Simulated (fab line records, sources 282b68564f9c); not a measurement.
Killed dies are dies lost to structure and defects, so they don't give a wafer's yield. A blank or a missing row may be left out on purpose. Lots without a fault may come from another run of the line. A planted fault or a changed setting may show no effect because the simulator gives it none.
A struck lot beside a sound one | flow rit_cmos | 15 steps out of a route of 202
Sound: wafers L546.3, L546.4, L546.5. Struck: wafers L557.1, L557.2, L557.3. The cause comes at the end.
At each step with rows: each side's tool, then ch and its chambers, then its first start. Under that, the readings that differ: sound wafers | struck wafers | difference of the means | sigmas: that difference in standard deviations of wafers without a fault.
alike: readings whose means differ by less than 2 such deviations, and words and numbers that are the same on both sides. not compared: withheld readings, readings that some wafer has no value for, bounds like >300 that may hide the same value, and numbers for which the record gives no deviation and whose values overlap.
The two part at a step that has a row with sigmas, a row that says differs or no value, or rows on one side only. Numbers that don't overlap but have no deviation are shown without sigmas and don't part them. A reading that every wafer of one side lacks parts them only if that side has two wafers or more.

first, 5 steps without rows for these wafers: RIT_M1_COAT_04 (resist thk 1300 nm); RIT_M1_SOFTBAKE_05 (time 60 s); RIT_M1_EXPOSE_06 (exposes mask M12, target cd 2600 nm); RIT_M1_PEB_07; RIT_M1_DEVELOP_08 (develop time 68 s).
RIT_M1_CD_MEAS_09: target cd 2600 nm.
  sound on cd_sem-01, day 5 18:26; struck on cd_sem-02, day 8 02:28
  reading    | sound                | struck               | difference | sigmas
  cd_nm (nm) | 2602.1 2601.9 2602.5 | 2597.4 2597.1 2597.6 | -4.8       | -2
RIT_M1_OVL_MEAS_10:
  sound on overlay-01, day 5 18:32; struck on overlay-02, day 8 02:35
  alike: M1_OVL
then, 1 step without rows for these wafers: RIT_M1_HARDBAKE_11 (time 120 s).
RIT_M1_METAL_ETCH_12: etches Al in Cl2/BCl3, stops on SiO2, time 165 s, target depth 600 nm.
  sound on rie_metal-01 ch 0,1, day 5 18:55; struck on rie_metal-02 ch 0,1, day 8 02:52
  alike: drypump_motor_current_A, oes_product_au, throttle_valve_pct
  not compared: rf_hours_counter_h
then, 1 step without rows for these wafers: RIT_M1_STRIP_13 (strips in nmp, time 600 s).
RIT_M1_STRIP_14: strips in O2, time 180 s.
  sound on plasma_asher-01 ch 0,1, day 5 19:16; struck on plasma_asher-04 ch 0,1, day 8 03:23
  alike: drypump_motor_current_A
  not compared: rf_hours_counter_h
RIT_M1_CD_MEAS_90: target cd 2600 nm.
  sound on cd_sem-01, day 5 19:26; struck on cd_sem-01, day 8 03:34
  reading    | sound          | struck         | difference | sigmas
  cd_nm (nm) | 2604 2601 2602 | 2594 2595 2595 | -8         | -2
RIT_M1_ANNEAL_15: time 1800 s.
  sound on furnace-02 ch 0, day 5 19:31; struck on furnace-02 ch 0, day 8 03:41
  alike: tube_center_temp_C
RIT_M1_BOW_MEAS_16:
  sound on film_metro-01, day 5 21:04; struck on film_metro-01, day 8 05:11
  alike: M1_BOW
RIT_M1_PROBE_99:
  sound on prober-02, day 5 21:14; struck on prober-01, day 8 05:18
  reading                                                 | sound                | struck               | difference | sigmas
  model.etest.nmos_0p15.junction_log10_a_um               | -13.58 -13.38 -13.73 | -10.82 -10.99 -10.55 | +2.78      |
  model.etest.nmos_narrow.off_log10_a_um                  | -13.2 -13.33 -13.23  | -10.82 -10.99 -10.55 | +2.47      |
  model.etest.gate_end_array.leak_log10_a_um              | -12.86 -13.07 -12.94 | -10.6 -10.91 -10.47  | +2.3       |
  model.etest.nmos_0p3.off_log10_a_um                     | -13.04 -13.19 -13.13 | -10.82 -10.98 -10.55 | +2.34      |
  model.etest.pmos_0p15.junction_log10_a_um               | -13.8 -13.8 -13.81   | -11.82 -11.99 -11.55 | +2.02      |
  model.etest.contact_diode_array.leak_log10_a (angstrom) | -9.301 -9.507 -9.495 | -7.563 -7.523 -7.38  | +1.946     |
  model.etest.pmos_0p3.off_log10_a_um                     | -13.02 -13.01 -12.99 | -11.79 -11.94 -11.53 | +1.25      |
  model.etest.pmos_narrow.off_log10_a_um                  | -12.88 -12.8 -12.76  | -11.78 -11.94 -11.53 | +1.06      |
  alike: defect_limited_yield, killed_at_contacts, killed_at_front_end, killed_dies, killed_open, killed_short, sort_bin_3_pad_short, sort_bin_5_function, sort_bin_6_memory, sort_n_pass, sort_yield_pct

WHERE THEY PART
First at RIT_M1_CD_MEAS_09; last, within this record, at RIT_M1_CD_MEAS_90. Later steps at which nothing parts them and some readings are alike: RIT_M1_ANNEAL_15, RIT_M1_BOW_MEAS_16, RIT_M1_PROBE_99.

WHY: what the simulator had put in
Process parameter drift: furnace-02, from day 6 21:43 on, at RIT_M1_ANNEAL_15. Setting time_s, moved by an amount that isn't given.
